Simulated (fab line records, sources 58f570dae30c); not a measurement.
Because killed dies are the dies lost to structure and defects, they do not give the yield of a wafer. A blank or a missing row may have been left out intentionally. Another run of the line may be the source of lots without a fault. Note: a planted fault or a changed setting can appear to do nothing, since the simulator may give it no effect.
8D (eight disciplines) problem report, filled in by code + flow berkeley cmos170 + the parts of the form that need people (team, actions taken, sign-off) are left out

## 1. THE PROBLEM
Mean of rf fwd power W at UCB170_M3_METAL_ETCH_18: 526.3 W across 6 wafers in 2 lots; on wafers with no fault it is 597.6 W (standard deviation 1.9). Relative to the usual mean, that is a shift of -38 standard deviations.
The step: etches Al in Cl2/BCl3, stops on SiO2, target depth 1170 nm, time 195 s.
First seen on wafer L729.1, day 11 14:42, on rie metal-03. At this step, 42 wafers from 14 lots have a number in the record. By rule, "out" or "out of limits" means more than 4 standard deviations away from the usual mean. All remaining wafers that have a number are taken as sound.

## 2. WHAT IT IS; WHAT IT IS NOT
| question                    | is                     | is not                                                                                             |
|-----------------------------|------------------------|----------------------------------------------------------------------------------------------------|
| which readings at this step | rf fwd power W         | drypump motor current A, mfc cl2 sccm, throttle valve pct                                          |
| which lots                  | L729, L731             | L718, L719, L722, L724, L726, L728, L732, L733, L734, L737, L739, L740                             |
| which wafers of those lots  | all that have a number | -                                                                                                  |
| read on which tools         | rie metal-03           | rie metal-01, rie metal-04                                                                         |
| when                        | from day 11 14:42      | up to then (18 sound wafers); but 18 sound wafers of L732, L733, L734, L737, L739, L740 came after |

## 3. SUSPECTS, AND WHAT RULES EACH OUT
Counting: a tool at any process step up to the reading remains a suspect when it ran all the lots that are out and ran no sound lot after the first of those.
- rie metal-03 at UCB170_M3_METAL_ETCH_18 (etches Al in Cl2/BCl3, stops on SiO2, target depth 1170 nm, time 195 s): kept. It ran every lot that is out, first L729 (day 11 14:42), and no sound lot after that; its last sound lot up to then is L724 (day 10 14:44). Out on those wafers are its own readings of rf fwd power W.
Left after counting: rie metal-03 at UCB170_M3_METAL_ETCH_18.

## 4. THE CAUSE (what the simulator had put in)
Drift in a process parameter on rie metal-03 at UCB170_M3_METAL_ETCH_18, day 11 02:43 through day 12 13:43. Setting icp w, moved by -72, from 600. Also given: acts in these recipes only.
Only this tool survived the counting.

## 5. SEQUENCE OF EFFECTS, ordered by route
One row per reading whose mean, taken over the struck wafers that have a number, lies over 3 standard deviations from the usual. Scope: only readings with a usual standard deviation given in the record; hours: median across lots of the time from each lot's start at the first step in this table that gives one to its start at this step; sigmas: change in usual standard deviations.
| hours | step                    | reading        | usual      | on struck wafers | change | sigmas |
|-------|-------------------------|----------------|------------|------------------|--------|--------|
| 0     | UCB170_M3_METAL_ETCH_18 | rf fwd power W | 597.6 W    | 526.3            | -71.3  | -38    |
| 0     | UCB170_M3_STRIP_19      | oes product au | 0.545 a.u. | 0.618            | +0.073 | +4.3   |
The process steps in it:
- UCB170_M3_METAL_ETCH_18: etches Al in Cl2/BCl3, stops on SiO2, target depth 1170 nm, time 195 s.
- UCB170_M3_STRIP_19: strips in O2.

## 6. HOW IT WOULD HAVE BEEN CAUGHT EARLIER
In this record the first reading out of limits was taken at day 11 14:42, 12 hours after the fault began at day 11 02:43.
